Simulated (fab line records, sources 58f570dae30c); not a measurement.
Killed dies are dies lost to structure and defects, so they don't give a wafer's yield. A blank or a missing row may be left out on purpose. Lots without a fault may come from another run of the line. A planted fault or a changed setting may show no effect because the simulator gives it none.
Which tool did it? | flow berkeley_cmos170 | 13 lots, 39 wafers sampled, at 2 steps of a route of 331

WHAT THE GAUGES READ, wafer by wafer
UCB170_M1_CD_MEAS_09: target cd 700 nm.
lot  | measured     | on        | cd_nm (nm)
L973 | day 7 21:32  | cd_sem-02 | 701.1 701.1 702.1
L972 | day 8 11:30  | cd_sem-02 | 700.6 700.6 700.8
L974 | day 8 11:50  | cd_sem-02 | 700.8 700.3 700.3
L976 | day 9 10:59  | cd_sem-02 | 699.6 697.9 699.5
L979 | day 10 00:24 | cd_sem-02 | 702.5 702.5 700.3
L978 | day 10 00:39 | cd_sem-02 | 702.6 702.7 703.5
L977 | day 10 02:06 | cd_sem-01 | 702.2 702.8 704.2
L984 | day 11 07:18 | cd_sem-01 | 701.6 702.5 702.7
L985 | day 11 07:32 | cd_sem-02 | 615.7 616.2 616.7
L983 | day 11 07:46 | cd_sem-02 | 700.9 701.8 699.7
L992 | day 12 16:50 | cd_sem-02 | 698.9 700.7 699.8
L993 | day 12 23:08 | cd_sem-02 | 700.0 700.2 699.6
L994 | day 12 23:41 | cd_sem-01 | 699.7 699.4 699.8

WHICH TOOL RAN EACH LOT (tool, then ch and the chambers of the sampled wafers, then the start)
lot  | UCB170_M1_EXPOSE_06
L973 | krf_scanner-02 ch 0, day 7 21:04
L972 | krf_scanner-01 ch 0, day 8 11:07
L974 | krf_scanner-02 ch 0, day 8 11:27
L976 | krf_scanner-01 ch 0, day 9 10:19
L979 | krf_scanner-01 ch 0, day 9 23:52
L978 | krf_scanner-02 ch 0, day 10 00:15
L977 | krf_scanner-02 ch 0, day 10 01:42
L984 | krf_scanner-01 ch 0, day 11 06:34
L985 | krf_scanner-02 ch 0, day 11 07:08
L983 | krf_scanner-01 ch 0, day 11 07:23
L992 | krf_scanner-02 ch 0, day 12 16:16
L993 | krf_scanner-01 ch 0, day 12 22:14
L994 | krf_scanner-02 ch 0, day 12 22:36
- UCB170_M1_EXPOSE_06: exposes mask METAL1, target cd 700 nm.

WHAT THE TOOLS THEMSELVES READ (means of the sampled wafers that have a number; where no wafer has one, the mark that the record gives instead)
The record holds no such reading with a usual standard deviation.

THE ANSWER, worked out from the rows above alone
Rule: what is usual is taken from the lots themselves. Put in order of their means at a reading, lots are off if they are a third of the lots or fewer, leave a main group of 4 or more, and stand apart from it by a gap of 3 or more times the standard deviation of the main group's means; of several such gaps the widest counts. A main group whose means are all the same, to the digits that the tables above print for the reading, isn't used. A lot without any number at a reading at which 4 lots or more have one is off too. The other lots that the step has rows for count as sound. The gauges are gone through in route order, then the tools' own readings, and for those a lot's mean is taken as printed above. The first step at which some lot is off is used, and at that step the reading that is off furthest; a lot without a number counts as furthest.
Off: L985, at UCB170_M1_CD_MEAS_09 (cd_nm). The main group: mean 701.0 nm, standard deviation 1.3.
A tool fits if, at a process step before that reading, it ran every lot that is off, and no sound lot after the first of them. The gauges at UCB170_M1_CD_MEAS_09 are tried like those tools. None of those tried fits.

WHAT THE SIMULATOR HAD PUT IN
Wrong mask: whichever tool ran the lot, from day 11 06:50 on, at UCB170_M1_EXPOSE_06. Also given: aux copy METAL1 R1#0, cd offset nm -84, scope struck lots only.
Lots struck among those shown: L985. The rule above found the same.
